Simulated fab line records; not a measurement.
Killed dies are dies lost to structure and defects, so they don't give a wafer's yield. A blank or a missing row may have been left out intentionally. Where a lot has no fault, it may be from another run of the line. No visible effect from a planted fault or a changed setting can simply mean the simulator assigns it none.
Problem report in the 8D (eight disciplines) form, filled by code :: flow berkeleyCmos170 :: the parts of the form that need people (team, actions taken, sign-off) are left out

1. THE ISSUE
At UCB170_M2_SPUTTER_01, cathodeDcPowerW averages 6129.4 W over 6 wafers from 2 lots, while fault-free wafers read 5999.8 W, standard deviation 1.1. That is +99 or more standard deviations from the usual mean.
The step: material Al, target thk 900 nm, time 120 s.
The first sign was on wafer L336.2 at day 10 22:52, on pvdSputter-02. At this step, 36 wafers from 12 lots have a number in the record. Rule for "out" (also "out of limits"): further than 4 standard deviations from the usual mean. The rest of the wafers with a number are treated as sound.

2. WHAT IT IS, WHAT IT ISN'T
question: which readings at this step
is: cathodeDcPowerW
is not: chamberPressurePa, throttleValvePct

question: which lots
is: L332, L336
is not: L322, L323, L324, L325, L326, L328, L340, L341, L343, L344

question: which wafers of those lots
is: all that have a number
is not: -

question: read on which tools
is: pvdSputter-02
is not: pvdSputter-03, pvdSputter-04

question: when
is: from day 10 22:52
is not: up to then (18 sound wafers); but 12 sound wafers of L340, L341, L343, L344 came after

3. WHAT RULES OUT EACH SUSPECT
Counting: a tool at a process step up to the reading stays a suspect if it ran every lot that is out and no sound lot after the first of them.
- cmp-02 at UCB170_V1_CMP_02 (polishes SiO2): ruled out as a lasting fault. Sound lots L341 ran on it after its first lot that is out, L336 (day 10 20:19).
- pvdSputter-02 at UCB170_M2_SPUTTER_01 (material Al, target thk 900 nm, time 120 s): kept. It ran every lot that is out, first L336 (day 10 22:52), and no sound lot after that. Its own readings are out on those wafers: cathodeDcPowerW.
Left after counting: pvdSputter-02 at UCB170_M2_SPUTTER_01.

4. THE CAUSE (what the simulator had put in)
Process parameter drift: pvdSputter-02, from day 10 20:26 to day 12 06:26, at UCB170_M2_SPUTTER_01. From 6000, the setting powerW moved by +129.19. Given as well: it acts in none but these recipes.
This tool alone remained once counting was done.

5. THE EFFECT CHAIN, in route order
One row per reading whose mean, taken over the struck wafers that have a number, lies over 3 standard deviations from the usual. Only readings for which the record gives a usual standard deviation are gone through. hours: the time from each lot's start at the first step in this table that gives one to its start at this step, as a median over the lots. sigmas: the change in usual standard deviations.
hours: 0
step: UCB170_M2_SPUTTER_01
reading: cathodeDcPowerW
usual: 5999.8 W
on struck wafers: 6129.4
change: +129.6
sigmas: +99 or more
The process steps in it:
- UCB170_M2_SPUTTER_01: material Al, target thk 900 nm, time 120 s.

6. HOW IT WOULD HAVE BEEN CAUGHT EARLIER
The fault began at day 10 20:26; the first out-of-limits reading in this record came at day 10 22:52, 2 hours later.
